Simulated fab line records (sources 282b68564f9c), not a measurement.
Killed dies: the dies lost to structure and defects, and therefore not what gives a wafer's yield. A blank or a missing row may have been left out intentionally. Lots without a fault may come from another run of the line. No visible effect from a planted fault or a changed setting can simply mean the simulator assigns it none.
Lot-split experiment :: flow ritCmos :: 21 wafers read across 5 lots, on a route 202 steps long

## SPLIT DETAILS
At RIT_GATE_ETCH_19 (etches poly-Si in SF6/CHF3/O2, stops on SiO2, time 165 s, target depth 312.5 nm), the setting timeS was moved away from the recipe's 165 s on 7 of the 21 wafers read, by +23.6% to +48.8%. For the rest of the wafers, this setting stayed at what the recipe calls for.

## FROM THE SPLIT TO THE READING: what the file shows between them, 10 steps
- RIT_REOX_OXIDATION_03: target thk 25.2 nm, ox time 5580 s (also split here: oxTimeS)
- RIT_REOX_THK_MEAS_04
- RIT_NLDD_HMDS_00: prime time 60 s
- RIT_NLDD_COAT_01: resist thk 1000 nm
- RIT_PLDD_STRIP_09: strips in O2, time 180 s
- RIT_SPACER_CLEAN_00: cleans in SC1, time 600 s
- RIT_SPACER_ETCHBACK_05: etches Si3N4 in SF6/CHF3, stops on SiO2, target depth 250 nm, time 240 s (also split here: targetDepthA)
- RIT_SILICIDE_SPUTTER_01: material Ti, target thk 30 nm, time 240 s (also split here: timeS)
- RIT_SILICIDE_RS_MEAS_02: measures by four-point-probe
- RIT_SILICIDE_THK_MEAS_03: measures by xrf

## THE READING
etest.pmos_0p15.rOnOhmUm (the simulator's own value, which no gauge read), at RIT_M1_PROBE_99. No usual value for it is given in the file. Average 2372, standard deviation 2e+02, over the 14 wafers here run with the recipe.

wafer: L075.1
tool, chamber at the split: rieSi-01, 2,3
timeS as run, s: 165
against the recipe: recipe
etest.pmos_0p15.rOnOhmUm: 2248
against lot-mates on the recipe: -

wafer: L075.2
tool, chamber at the split: rieSi-01, 2,3
timeS as run, s: 165
against the recipe: recipe
etest.pmos_0p15.rOnOhmUm: 2259
against lot-mates on the recipe: -

wafer: L075.3
tool, chamber at the split: rieSi-01, 0
timeS as run, s: 165
against the recipe: recipe
etest.pmos_0p15.rOnOhmUm: 2292
against lot-mates on the recipe: -

wafer: L075.4
tool, chamber at the split: rieSi-01, 1
timeS as run, s: 165
against the recipe: recipe
etest.pmos_0p15.rOnOhmUm: 2294
against lot-mates on the recipe: -

wafer: L075.5
tool, chamber at the split: rieSi-01, 1
timeS as run, s: 165
against the recipe: recipe
etest.pmos_0p15.rOnOhmUm: 2282
against lot-mates on the recipe: -

wafer: L075.6
tool, chamber at the split: rieSi-01, 2
timeS as run, s: 165
against the recipe: recipe
etest.pmos_0p15.rOnOhmUm: 2174
against lot-mates on the recipe: -

wafer: L076.1
tool, chamber at the split: rieSi-02, 2
timeS as run, s: 165
against the recipe: recipe
etest.pmos_0p15.rOnOhmUm: 2260
against lot-mates on the recipe: -

wafer: L076.2
tool, chamber at the split: rieSi-02, 1
timeS as run, s: 165
against the recipe: recipe
etest.pmos_0p15.rOnOhmUm: 2184
against lot-mates on the recipe: -

wafer: L076.3
tool, chamber at the split: rieSi-02, 0
timeS as run, s: 245.6
against the recipe: +48.8%
etest.pmos_0p15.rOnOhmUm: 1863
against lot-mates on the recipe: -349

wafer: L076.4
tool, chamber at the split: rieSi-02, 3
timeS as run, s: 245.6
against the recipe: +48.8%
etest.pmos_0p15.rOnOhmUm: 1894
against lot-mates on the recipe: -318

wafer: L076.5
tool, chamber at the split: rieSi-02, 1
timeS as run, s: 165
against the recipe: recipe
etest.pmos_0p15.rOnOhmUm: 2192
against lot-mates on the recipe: -

wafer: L076.6
tool, chamber at the split: rieSi-02, 2
timeS as run, s: 245.6
against the recipe: +48.8%
etest.pmos_0p15.rOnOhmUm: 2036
against lot-mates on the recipe: -176

wafer: L079.1
tool, chamber at the split: rieSi-01, 3
timeS as run, s: 165
against the recipe: recipe
etest.pmos_0p15.rOnOhmUm: 2708
against lot-mates on the recipe: -

wafer: L079.3
tool, chamber at the split: rieSi-01, 2
timeS as run, s: 165
against the recipe: recipe
etest.pmos_0p15.rOnOhmUm: 2697
against lot-mates on the recipe: -

wafer: L079.4
tool, chamber at the split: rieSi-01, 1
timeS as run, s: 165
against the recipe: recipe
etest.pmos_0p15.rOnOhmUm: 2719
against lot-mates on the recipe: -

wafer: L081.1
tool, chamber at the split: rieSi-01, 0
timeS as run, s: 203.9
against the recipe: +23.6%
etest.pmos_0p15.rOnOhmUm: 2547
against lot-mates on the recipe: -81

wafer: L081.2
tool, chamber at the split: rieSi-01, 1
timeS as run, s: 165
against the recipe: recipe
etest.pmos_0p15.rOnOhmUm: 2628
against lot-mates on the recipe: -

wafer: L081.3
tool, chamber at the split: rieSi-01, 2
timeS as run, s: 203.9
against the recipe: +23.6%
etest.pmos_0p15.rOnOhmUm: 2528
against lot-mates on the recipe: -100

wafer: L083.3
tool, chamber at the split: rieSi-02, 3
timeS as run, s: 240.1
against the recipe: +45.5%
etest.pmos_0p15.rOnOhmUm: 2029
against lot-mates on the recipe: -244

wafer: L083.4
tool, chamber at the split: rieSi-02, 2
timeS as run, s: 165
against the recipe: recipe
etest.pmos_0p15.rOnOhmUm: 2273
against lot-mates on the recipe: -

wafer: L083.5
tool, chamber at the split: rieSi-02, 3
timeS as run, s: 240.1
against the recipe: +45.5%
etest.pmos_0p15.rOnOhmUm: 2044
against lot-mates on the recipe: -229
Rows listing several chambers each stand for several wafers; the file does not say which wafer went through which chamber.

THE FIT
A straight line over all 21 wafers: etest.pmos_0p15.rOnOhmUm changes by -7.58 for each +1% of timeS; r = -0.61; the points scatter about the line by 2.1e+02.
The same after taking each lot's own level away (the mean of its wafers on the recipe; 21 wafers): -5.46 for each +1%; r = -0.94; scatter 43.
Per that fit: largest timeS move, reading shift of 2.7e+02.
Across the lots, their own levels run from 2212.0 to 2708.0, a range of 2.4 times the standard deviation given above.
So the lot-to-lot level blurs the effect unless lot-mates are compared.
Check: for one of the wafers moved furthest among these (+48.8%), held out of the fit, the line's prediction against its lot-mates is -243. It came out at -349 against them.

## ADDITIONAL SPLITS CARRIED BY THESE WAFERS
These wafers also went through other splits before the reading. Each is held against what the fit with the lots' levels taken away leaves over:
other split on the same wafers: RIT_ACTIVE_ETCH_13 targetDepthA
wafers away from the commonest value: 7
r with etest.pmos_0p15.rOnOhmUm (lot level and that fit taken away): -0.06

other split on the same wafers: RIT_REOX_OXIDATION_03 oxTimeS
wafers away from the commonest value: 15
r with etest.pmos_0p15.rOnOhmUm (lot level and that fit taken away): +0.08

other split on the same wafers: RIT_SPACER_ETCHBACK_05 targetDepthA
wafers away from the commonest value: 3
r with etest.pmos_0p15.rOnOhmUm (lot level and that fit taken away): +0.54

other split on the same wafers: RIT_SILICIDE_SPUTTER_01 timeS
wafers away from the commonest value: 10
r with etest.pmos_0p15.rOnOhmUm (lot level and that fit taken away): +0.23

## THE WHOLE CHAIN: every reading that the file lists as answering this split, in the file's order
step: RIT_GATE_ETCH_19
what it does: etches poly-Si in SF6/CHF3/O2, stops on SiO2, time 165 s, target depth 312.5 nm
reading: NOVOLAK_of_GATE_COAT_11.thkNm (the simulator's own value, which no gauge read)
change (the file's fit): -0.844 nm for each +1% of the setting
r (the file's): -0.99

step: RIT_M1_PROBE_99
what it does: 
reading: etest.pmosTurned.rOnOhmUm (the simulator's own value, which no gauge read)
change (the file's fit): -5.97 for each +1% of the setting
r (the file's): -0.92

step: RIT_M1_PROBE_99
what it does: 
reading: etest.pmos_0p15.rOnOhmUm (the simulator's own value, which no gauge read)
change (the file's fit): -5.48 for each +1% of the setting
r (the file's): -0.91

## THE FILE'S OWN FIT
etest.pmos_0p15.rOnOhmUm changes by -5.48 for each +1% of timeS, r = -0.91.
